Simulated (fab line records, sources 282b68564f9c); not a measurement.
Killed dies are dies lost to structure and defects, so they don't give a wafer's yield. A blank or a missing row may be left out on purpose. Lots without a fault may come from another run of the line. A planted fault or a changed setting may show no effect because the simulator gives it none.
A struck lot beside a sound one | flow rit_cmos | 15 steps out of a route of 202
Sound: wafers L847.1, L847.4, L847.5. Struck: wafers L851.2, L851.4, L851.6. The cause comes at the end.
At each step with rows: each side's tool, then ch and its chambers, then its first start. Under that, the readings that differ: sound wafers | struck wafers | difference of the means | sigmas: that difference in standard deviations of wafers without a fault.
alike: readings whose means differ by less than 2 such deviations, and words and numbers that are the same on both sides. not compared: withheld readings, readings that some wafer has no value for, bounds like >300 that may hide the same value, and numbers for which the record gives no deviation and whose values overlap.
The two part at a step that has a row with sigmas, a row that says differs or no value, or rows on one side only. Numbers that don't overlap but have no deviation are shown without sigmas and don't part them. A reading that every wafer of one side lacks parts them only if that side has two wafers or more.

first, 2 steps without rows for these wafers: RIT_SPACER_CLEAN_02 (cleans in SC2, time 600 s); RIT_SPACER_CVD_03 (deposits Si3N4 from SiH2Cl2/NH3, target thk 250 nm, time 3300 s).
RIT_SPACER_THK_MEAS_04:
  sound on film_metro-03, day 3 04:11; struck on film_metro-04, day 4 02:33
  alike: SPACER_NITRIDE_THK
RIT_SPACER_ETCHBACK_05: etches Si3N4 in SF6/CHF3, stops on SiO2, target depth 250 nm, time 240 s.
  sound on rie_diel-02 ch 1,3, day 3 04:14; struck on rie_diel-02 ch 0,1,3, day 4 02:36
  alike: drypump_motor_current_A, oes_product_au, rf_fwd_power_W, throttle_valve_pct
  not compared: rf_hours_counter_h
then, 6 steps without rows for these wafers: RIT_NSD_HMDS_00 (prime time 60 s); RIT_NSD_COAT_01 (resist thk 1000 nm); RIT_NSD_SOFTBAKE_02 (time 60 s); RIT_NSD_EXPOSE_03 (exposes mask M9, target cd 40700 nm); RIT_NSD_PEB_04; RIT_NSD_DEVELOP_05 (develop time 50 s).
RIT_NSD_OVL_MEAS_06:
  sound on overlay-02, day 3 05:14; struck on overlay-02, day 4 03:44
  alike: NSD_OVL
then, 1 step without rows for these wafers: RIT_NSD_HARDBAKE_07 (time 60 s).
RIT_NSD_IMPLANT_08:
  sound on implanter-01 ch 0, day 3 05:26; struck on implanter-01 ch 0, day 4 03:56
  reading                   | sound                | struck               | difference | sigmas
  beam_energy_keV           | 24.992 24.994 25.007 | 26.282 26.288 26.286 | +1.288     | +99 or more
  model.implant.rp_nm (nm)  | 32.35 32.35 32.35    | 32.86 32.86 32.86    | +0.51      |
  model.implant.drp_nm (nm) | 14.84 14.84 14.84    | 15.29 15.29 15.29    | +0.45      |
  alike: end_station_pressure_torr, faraday_current_uA
RIT_NSD_STRIP_09: strips in O2, time 180 s.
  sound on plasma_asher-01 ch 0, day 3 05:35; struck on plasma_asher-01 ch 0,1, day 4 04:04
  alike: drypump_motor_current_A
  not compared: rf_hours_counter_h
then, 1 step without rows for these wafers: RIT_M1_PROBE_99.

WHERE THEY PART
Only at RIT_NSD_IMPLANT_08, within this record. Later steps at which nothing parts them and some readings are alike: RIT_NSD_STRIP_09.

WHY: what the simulator had put in
Process parameter drift: implanter-01, from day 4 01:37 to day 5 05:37, at RIT_NSD_IMPLANT_08. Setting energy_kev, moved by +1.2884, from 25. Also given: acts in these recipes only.
